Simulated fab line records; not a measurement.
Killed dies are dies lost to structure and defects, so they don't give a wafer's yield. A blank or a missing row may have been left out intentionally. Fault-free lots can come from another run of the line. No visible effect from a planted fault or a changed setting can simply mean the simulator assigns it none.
What tool caused it? -- flow rit_cmos -- 14 lots, 42 wafers sampled, at 5 steps of a route of 202

== WHAT EACH GAUGE READ, for each wafer ==
RIT_PWELL_TW_MEAS_10.
lot,measured,on,PWELL_TW
L578,day 2 01:41,film_metro-03,944 941 948
L580,day 2 10:04,film_metro-03,940 947 943
L582,day 2 20:56,film_metro-03,939 945 939
L584,day 3 06:13,film_metro-03,935 935 937
L585,day 3 11:20,film_metro-03,941 941 941
L586,day 3 15:39,film_metro-03,940 934 938
L589,day 4 06:22,film_metro-03,941 939 941
L590,day 4 13:38,film_metro-03,943 939 942
L591,day 4 18:16,film_metro-04,955 947 950
L596,day 5 18:55,film_metro-04,948 955 948
L597,day 6 02:41,film_metro-04,944 947 948
L598,day 6 05:40,film_metro-04,951 951 948
L599,day 6 08:14,film_metro-01,946 952 950
L600,day 6 15:43,film_metro-03,940 936 941

RIT_PRETRO_TW_MEAS_10.
lot,measured,on,PRETRO_TW
L578,day 2 10:21,film_metro-02,478 478 475
L580,day 2 18:35,film_metro-02,478 477 478
L582,day 3 05:31,film_metro-01,473 471 470
L584,day 3 15:43,film_metro-01,470 470 470
L585,day 3 19:53,film_metro-03,469 468 468
L586,day 4 00:40,film_metro-02,481 478 479
L589,day 4 16:13,film_metro-02,478 477 479
L590,day 4 22:19,film_metro-02,476 479 475
L591,day 5 03:34,film_metro-01,472 474 471
L596,day 6 03:43,film_metro-03,470 469 470
L597,day 6 11:14,film_metro-02,479 481 482
L598,day 6 15:48,film_metro-02,480 479 480
L599,day 6 17:30,film_metro-02,479 479 479
L600,day 7 01:07,film_metro-02,483 480 485

RIT_PSD_TW_MEAS_10.
lot,measured,on,PSD_TW
L578,day 3 04:37,film_metro-02,3460 3467 3466
L580,day 3 12:38,film_metro-04,3445 3437 3434
L582,day 4 02:17,film_metro-01,3418 3425 3433
L584,day 4 10:49,film_metro-04,3435 3418 3413
L585,day 4 13:48,film_metro-04,3443 3427 3417
L586,day 4 21:11,film_metro-04,3414 3418 3411
L589,day 5 12:27,film_metro-02,30 30 30
L590,day 5 19:40,film_metro-02,30 30 30
L591,day 5 21:35,film_metro-02,3456 3454 3458
L596,day 7 01:19,film_metro-04,3436 3418 3420
L597,day 7 09:10,film_metro-01,3404 3406 3398
L598,day 7 14:55,film_metro-01,3403 3418 3405
L599,day 7 16:23,film_metro-02,3464 3463 3466
L600,day 8 00:45,film_metro-01,3387 3384 3396

RIT_M1_OVL_MEAS_10.
lot,measured,on,M1_OVL (nm)
L578,day 3 10:05,overlay-01,-2.4 -1.2 -0.2
L580,day 3 18:07,overlay-02,-1.0 2.2 -2.0
L582,day 4 07:35,overlay-02,-2.3 -0.9 -1.7
L584,day 4 16:16,overlay-02,-2.9 -1.9 -2.1
L585,day 4 19:08,overlay-01,-3.1 -1.5 -0.8
L586,day 5 02:47,overlay-01,-3.0 -1.2 -1.9
L589,day 5 17:48,overlay-01,0.9 0.6 -0.3
L590,day 6 00:53,overlay-01,-2.5 -0.6 -1.2
L591,day 6 03:10,overlay-02,-3.2 -2.8 -2.5
L596,day 7 06:41,overlay-02,1.0 0.7 0.6
L597,day 7 14:29,overlay-02,0.8 1.7 0.3
L598,day 7 20:05,overlay-01,-0.8 0.0 -0.3
L599,day 7 21:34,overlay-01,-1.7 -0.7 -2.9
L600,day 8 06:03,overlay-02,-2.2 -2.1 0.0

== EACH LOT AND THE TOOL THAT RAN IT (in order: tool; ch and the chambers of the sampled wafers; start) ==
lot,RIT_NSD_STRIP_09
L578,"plasma_asher-02 ch 0,1, day 3 03:01"
L580,"plasma_asher-03 ch 0,1, day 3 11:02"
L582,"plasma_asher-04 ch 0,1, day 4 00:34"
L584,"plasma_asher-02 ch 1, day 4 09:13"
L585,"plasma_asher-02 ch 0,1, day 4 11:44"
L586,"plasma_asher-02 ch 0,1, day 4 19:28"
L589,"plasma_asher-03 ch 0, day 5 10:44"
L590,"plasma_asher-04 ch 0,1, day 5 18:04"
L591,"plasma_asher-02 ch 0,1, day 5 19:58"
L596,"plasma_asher-02 ch 0,1, day 6 23:35"
L597,"plasma_asher-03 ch 0, day 7 07:34"
L598,"plasma_asher-03 ch 0,1, day 7 13:13"
L599,"plasma_asher-03 ch 0,1, day 7 14:47"
L600,"plasma_asher-02 ch 0,1, day 7 23:02"
- RIT_NSD_STRIP_09: strips in O2, time 180 s.

== AS READ BY THE TOOLS THEMSELVES (means over the sampled wafers that have a number; for cases with no such wafer, the mark the record gives instead) ==
RIT_NSD_STRIP_09.
lot,tool,chamber_pressure_mTorr (mTorr),drypump_motor_current_A (A),o2_flow_sccm (sccm)
L578,plasma_asher-02,4002,5.9,4005
L580,plasma_asher-03,3998,5.4,4009
L582,plasma_asher-04,3996,5.8,3995
L584,plasma_asher-02,4000,5.7,4021
L585,plasma_asher-02,3998,6.1,4011
L586,plasma_asher-02,4004,5.8,3999
L589,plasma_asher-03,-,-,-
L590,plasma_asher-04,-,-,-
L591,plasma_asher-02,4002,6.1,3981
L596,plasma_asher-02,4000,5.8,3989
L597,plasma_asher-03,3999,5.3,3985
L598,plasma_asher-03,4001,5.5,4012
L599,plasma_asher-03,4001,5.5,3979
L600,plasma_asher-02,4002,5.9,4001

== THE ANSWER, worked out from the rows above alone ==
Rule: what is usual is taken from the lots themselves. The widest of any qualifying gaps counts: lots, ordered by their means at a reading, are off when they make up no more than a third of the lots, leave a main group of 4 or more, and stand apart from it by 3 or more times the standard deviation of that group's means. Not used: any main group whose means are identical at the precision the tables above print for the reading. A lot without any number at a reading at which 4 lots or more have one is off too. The other lots that the step has rows for count as sound. The gauges are gone through in route order, then the tools' own readings, and for those a lot's mean is taken as printed above. The first step at which some lot is off is used, and at that step the reading that is off furthest; a lot without a number counts as furthest.
Off: L589, L590, at RIT_PSD_TW_MEAS_10 (PSD_TW). Mean 3428 and standard deviation 23 in the main group.
A tool fits if, at a process step before that reading, it ran every lot that is off, and no sound lot after the first of them. The gauges at RIT_PSD_TW_MEAS_10 aren't tried: what is off there is off at RIT_NSD_STRIP_09 too, on other tools, and a gauge's error can't cause that. Not one of the candidates tried fits.

== WHAT THE SIMULATOR HAD PUT IN ==
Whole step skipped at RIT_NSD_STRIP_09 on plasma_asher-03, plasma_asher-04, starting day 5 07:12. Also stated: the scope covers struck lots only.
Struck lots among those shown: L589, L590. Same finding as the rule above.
